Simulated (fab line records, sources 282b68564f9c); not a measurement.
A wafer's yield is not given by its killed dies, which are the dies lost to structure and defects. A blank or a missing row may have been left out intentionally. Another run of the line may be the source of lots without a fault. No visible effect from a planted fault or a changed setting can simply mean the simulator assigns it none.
Which tool was responsible?    flow rit-cmos    42 wafers from 14 lots sampled at 2 of the route's 202 steps

WHAT THE GAUGES READ, wafer by wafer
Not one reading of a measure or inspect step in the record can be checked against a usual standard deviation.

WHAT TOOL EACH LOT RAN ON (gives the tool, then ch and the chambers of the sampled wafers, and finally the start)
lot   RIT_GATE_WET_ETCH_00            RIT_M1_PROBE_99
L584  wet-bench-03 ch 2, day 2 08:16  prober-01, day 3 10:43
L587  wet-bench-02 ch 2, day 2 23:13  prober-02, day 4 01:34
L588  wet-bench-02 ch 1, day 3 03:27  prober-01, day 4 03:58
L589  wet-bench-03 ch 0, day 3 09:46  prober-02, day 4 11:26
L590  wet-bench-04 ch 1, day 3 13:49  prober-01, day 4 14:17
L591  wet-bench-04 ch 3, day 3 19:10  prober-02, day 4 20:50
L592  wet-bench-02 ch 2, day 4 00:11  prober-01, day 5 03:32
L594  wet-bench-02 ch 1, day 4 08:55  prober-01, day 5 12:11
L596  wet-bench-04 ch 1, day 4 19:25  prober-01, day 5 22:53
L597  wet-bench-02 ch 2, day 5 00:13  prober-02, day 6 06:09
L598  wet-bench-04 ch 2, day 5 05:20  prober-01, day 6 08:59
L604  wet-bench-03 ch 1, day 6 13:44  prober-02, day 7 17:35
L605  wet-bench-03 ch 3, day 6 17:29  prober-01, day 7 23:35
L606  wet-bench-03 ch 0, day 6 21:11  prober-02, day 8 00:56
- RIT_GATE_WET_ETCH_00: etches SiO2 in BOE, target depth 56 nm, time 60 s.
- RIT_M1_PROBE_99

AS READ BY THE TOOLS THEMSELVES (means over the sampled wafers that have a number; for cases with no such wafer, the mark the record gives instead)
RIT_M1_PROBE_99. Usual: for killed_at_M0_to_M3, 0.0 with a standard deviation of 0.14; for killed-at-contacts, 0.0 with a standard deviation of 0.16; for killed-at-front-end, 7 with a standard deviation of 3; for killed-dies, 7 with a standard deviation of 3; for killed-on-rim, 1.8 with a standard deviation of 1.3; for killed-open, 3.5 with a standard deviation of 2; for killed-short, 3.6 with a standard deviation of 2.1.
lot   tool       killed_at_M0_to_M3  killed-at-contacts  killed-at-front-end  killed-dies  killed-on-rim  killed-open  killed-short  flag
L584  prober-01  0.0                 0.0                 4                    4            1.0            3.0          1.0           
L587  prober-02  0.0                 0.3                 8                    8            1.7            3.0          5.3           
L588  prober-01  0.0                 0.0                 5                    5            1.0            2.7          2.7           
L589  prober-02  0.0                 0.0                 6                    6            0.7            2.3          3.3           
L590  prober-01  0.0                 0.0                 6                    6            2.0            2.3          4.0           
L591  prober-02  0.0                 0.0                 7                    7            1.3            3.0          3.7           
L592  prober-01  0.0                 0.0                 6                    6            1.7            3.7          2.7           
L594  prober-01  0.0                 0.0                 7                    7            1.3            4.0          3.0           
L596  prober-01  0.0                 0.0                 33                   33           10.0           3.7          3.0           OFF
L597  prober-02  0.0                 0.0                 8                    8            3.3            3.0          5.0           
L598  prober-01  0.3                 0.3                 38                   38           8.0            2.3          3.7           OFF
L604  prober-02  0.0                 0.0                 10                   10           1.3            4.7          5.0           
L605  prober-01  0.0                 0.0                 6                    6            2.3            2.3          3.7           
L606  prober-02  0.0                 0.0                 6                    6            2.0            3.3          3.0           

THE ANSWER, worked out from the rows above alone
Rule: lot off if the mean of its wafers having a number is beyond 3 standard deviations from the usual mean. A lot without any number at a reading at which 4 lots or more have one is off too. Any other lot the step has rows for is counted as sound. After the gauges, taken in route order, come the tools' own readings; for these a lot's mean is taken, as printed above. At the first step where some lot is off, the reading lying furthest off is the one used; lots without a number count as furthest.
Off: L596, L598 (RIT_M1_PROBE_99, killed-at-front-end).
If a tool, at that step or one of the process steps before it, ran each lot that is off and ran no sound lot following the first of them, it fits. One candidate fits, namely wet-bench-04 at RIT_GATE_WET_ETCH_00. Its last sound lot is L591 (day 3 19:10), its first lot that is off L596 (day 4 19:25): a fault that began between those two fits.

WHAT WAS PUT IN BY THE SIMULATOR
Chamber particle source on wet-bench-04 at RIT_GATE_WET_ETCH_00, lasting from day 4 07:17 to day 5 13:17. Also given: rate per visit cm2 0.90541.
Struck lots among those shown: L596, L598. This agrees with what the rule above found.
